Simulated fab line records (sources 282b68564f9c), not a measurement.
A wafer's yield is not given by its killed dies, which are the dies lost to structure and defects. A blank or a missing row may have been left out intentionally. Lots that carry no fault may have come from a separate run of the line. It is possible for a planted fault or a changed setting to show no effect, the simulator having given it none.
What tool caused it? | flow rit cmos | Sampling: 14 lots, 42 wafers, 2 of 202 route steps

== WHAT THE GAUGES READ, wafer by wafer ==
RIT_M1_CD_MEAS_90: the cd target is 2600 nm.
lot  | measured    | on        | cd nm (nm)
L119 | day 3 06:31 | cd sem-01 | 2599.3 2604.0 2603.7
L120 | day 3 12:49 | cd sem-02 | 2597.2 2595.7 2597.4
L122 | day 3 23:20 | cd sem-02 | 2596.4 2601.9 2600.4
L123 | day 4 03:29 | cd sem-01 | 2601.3 2600.9 2599.9
L124 | day 4 07:29 | cd sem-02 | 2603.4 2600.8 2600.5
L129 | day 5 08:56 | cd sem-02 | 2607.6 2608.5 2598.0
L132 | day 6 00:08 | cd sem-02 | 2596.2 2609.3 2607.5
L134 | day 6 10:39 | cd sem-01 | 2599.9 2598.2 2600.3
L135 | day 6 15:26 | cd sem-01 | 2601.5 2598.0 2599.9
L136 | day 6 19:52 | cd sem-01 | 2599.0 2599.0 2597.3
L137 | day 7 01:22 | cd sem-02 | 2604.2 2602.6 2600.4
L139 | day 7 11:41 | cd sem-02 | 2598.1 2596.8 2600.5
L140 | day 7 15:50 | cd sem-01 | 2598.6 2600.4 2597.9
L142 | day 8 01:13 | cd sem-01 | 2606.0 2603.1 2600.5

== WHAT TOOL EACH LOT RAN ON (gives the tool, then ch and the chambers of the sampled wafers, and finally the start) ==
lot  | RIT_M1_METAL_ETCH_12
L119 | rie metal-02 ch 0,1, day 3 06:01
L120 | rie metal-04 ch 0,1, day 3 12:16
L122 | rie metal-02 ch 0,1, day 3 22:50
L123 | rie metal-04 ch 0,1, day 4 02:58
L124 | rie metal-03 ch 0,1, day 4 06:58
L129 | rie metal-04 ch 0,1, day 5 08:23
L132 | rie metal-04 ch 0,1, day 5 23:37
L134 | rie metal-02 ch 1, day 6 10:07
L135 | rie metal-03 ch 0,1, day 6 14:56
L136 | rie metal-02 ch 0,1, day 6 19:20
L137 | rie metal-02 ch 0,1, day 7 00:53
L139 | rie metal-02 ch 0, day 7 11:08
L140 | rie metal-03 ch 0,1, day 7 15:17
L142 | rie metal-02 ch 0,1, day 8 00:40
- RIT_M1_METAL_ETCH_12: etches Al in Cl2/BCl3, stops on SiO2, time 165 s, target depth 600 nm.

== AS READ BY THE TOOLS THEMSELVES (means over the sampled wafers that have a number; for cases with no such wafer, the mark the record gives instead) ==
RIT_M1_METAL_ETCH_12.
lot  | tool         | drypump motor current A (A) | oes product au (a.u.) | run length s (s) | throttle valve pct (%)
L119 | rie metal-02 | 5.9                         | 0.781                 | 192.82           | 8.35
L120 | rie metal-04 | 5.6                         | 0.773                 | 193.12           | 8.35
L122 | rie metal-02 | 5.8                         | 0.780                 | 192.88           | 8.43
L123 | rie metal-04 | 5.9                         | 0.777                 | 193.22           | 8.36
L124 | rie metal-03 | 6.1                         | 0.769                 | 192.94           | 8.22
L129 | rie metal-04 | 5.5                         | 0.924                 | 149.29           | 8.32
L132 | rie metal-04 | 5.5                         | 0.923                 | 149.19           | 8.32
L134 | rie metal-02 | 6.1                         | 0.787                 | 192.79           | 8.30
L135 | rie metal-03 | 6.1                         | 0.779                 | 192.76           | 8.21
L136 | rie metal-02 | 5.8                         | 0.784                 | 192.60           | 8.44
L137 | rie metal-02 | 5.9                         | 0.788                 | 192.85           | 8.37
L139 | rie metal-02 | 5.7                         | 0.781                 | 192.80           | 8.50
L140 | rie metal-03 | 6.1                         | 0.770                 | 192.90           | 8.20
L142 | rie metal-02 | 5.8                         | 0.782                 | 192.56           | 8.43

== THE ANSWER, worked out from the rows above alone ==
Rule: what is usual is taken from the lots themselves. The widest of any qualifying gaps counts: lots, ordered by their means at a reading, are off when they make up no more than a third of the lots, leave a main group of 4 or more, and stand apart from it by 3 or more times the standard deviation of that group's means. A main group is skipped when, at the precision printed for the reading in the tables above, its means are all equal. A lot without any number at a reading at which 4 lots or more have one is off too. All remaining lots with rows at the step are treated as sound. First the gauges in route order, then the tools' own readings, where a lot's mean is used as printed above. At the first step where some lot is off, the reading lying furthest off is the one used; lots without a number count as furthest.
Off: L129, L132, at RIT_M1_METAL_ETCH_12 (run length s). The main group: mean 192.85 s, standard deviation 0.18.
If a tool, at that step or one of the process steps before it, ran each lot that is off and ran no sound lot following the first of them, it fits. One fits: RIT_M1_METAL_ETCH_12 on rie metal-04. Its last sound lot is L123 (day 4 02:58), its first lot that is off L129 (day 5 08:23): a fault that began between those two fits.
The tool's own readings at RIT_M1_METAL_ETCH_12 bear it out: on the lots that are off they differ by more than 5 times the standard deviation of the sound lots' means. oes product au reads 0.923 a.u. there against 0.779 a.u. on the sound lots; run length s reads 149.24 s there against 192.85 s on the sound lots.

== WHAT WAS PUT IN BY THE SIMULATOR ==
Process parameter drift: rie metal-04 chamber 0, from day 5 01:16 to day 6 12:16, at RIT_M1_METAL_ETCH_12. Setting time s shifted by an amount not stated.
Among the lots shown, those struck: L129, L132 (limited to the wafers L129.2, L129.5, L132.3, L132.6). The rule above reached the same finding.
